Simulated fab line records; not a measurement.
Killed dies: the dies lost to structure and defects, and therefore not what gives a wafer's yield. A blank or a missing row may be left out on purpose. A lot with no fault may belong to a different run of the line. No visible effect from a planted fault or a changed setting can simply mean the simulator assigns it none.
Problem report, 8D (eight disciplines) form, completed by code | flow rit_cmos | the parts of the form that need people (team, actions taken, sign-off) are left out

## 1. THE ISSUE
Mean of spin_speed_rpm at RIT_GATE_COAT_11: 4067 rpm across 6 wafers in 2 lots; on wafers with no fault it is 4250 rpm (standard deviation 3). That puts it -61 standard deviations away from the usual mean.
The step: resist thk 850 nm.
First observed at day 3 07:22: wafer L496.2, on litho_track-03. Wafers with a number at this step in the record: 18, from 6 lots. Rule for "out", or "out of limits": more than 4 standard deviations from the usual mean. The rest of the wafers with a number are treated as sound.

## 2. WHAT IT IS; WHAT IT IS NOT
question                    | is                     | is not
which readings at this step | spin_speed_rpm         | -
which lots                  | L496, L497             | L495, L499, L503, L507
which wafers of those lots  | all that have a number | -
read on which tools         | litho_track-03         | litho_track-01, litho_track-04
when                        | from day 3 07:22       | up to then (3 sound wafers); but 9 sound wafers of L499, L503, L507 came after

## 3. THE SUSPECTS, EACH WITH WHAT RULES IT OUT
Counting: any tool at a process step up to the reading is kept as a suspect provided that every lot that is out went through it and no sound lot did after the first of them.
- litho_track-03 at RIT_GATE_COAT_11 (resist thk 850 nm): kept. It processed each lot that is out, first L496 at day 3 07:22, and no sound lot thereafter; up to then, the last sound lot it processed was L495 at day 3 02:53. Its own readings are out on those wafers: spin_speed_rpm.
After counting, what remains is litho_track-03 at RIT_GATE_COAT_11.

## 4. THE CAUSE (what the simulator had put in)
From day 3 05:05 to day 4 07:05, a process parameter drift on litho_track-03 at RIT_GATE_COAT_11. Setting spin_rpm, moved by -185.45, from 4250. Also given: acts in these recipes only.
The count eliminated every tool but this one.

## 5. THE EFFECT CHAIN, in route order
Rows list readings where the struck wafers' mean (over those with a number) sits beyond 3 standard deviations from the usual. Only readings whose record carries a usual standard deviation are examined. hours: median over the lots of the time between each lot's start at the first step of this table that gives one and its start at this step. sigmas: the change, counted in usual standard deviations.
hours | step             | reading        | usual    | on struck wafers | change | sigmas
0     | RIT_GATE_COAT_11 | spin_speed_rpm | 4250 rpm | 4067             | -183   | -61
The process steps in it:
- RIT_GATE_COAT_11: resist thk 850 nm.
Later measuring or inspecting steps at which every struck wafer that the step has a row for has a number for every such reading, and none has moved that far: RIT_GATE_CD_MEAS_16, RIT_GATE_OVL_MEAS_17.

## 6. WHAT WOULD HAVE CAUGHT IT SOONER
The fault began at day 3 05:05; the first out-of-limits reading in this record came at day 3 07:22, 2 hours later.
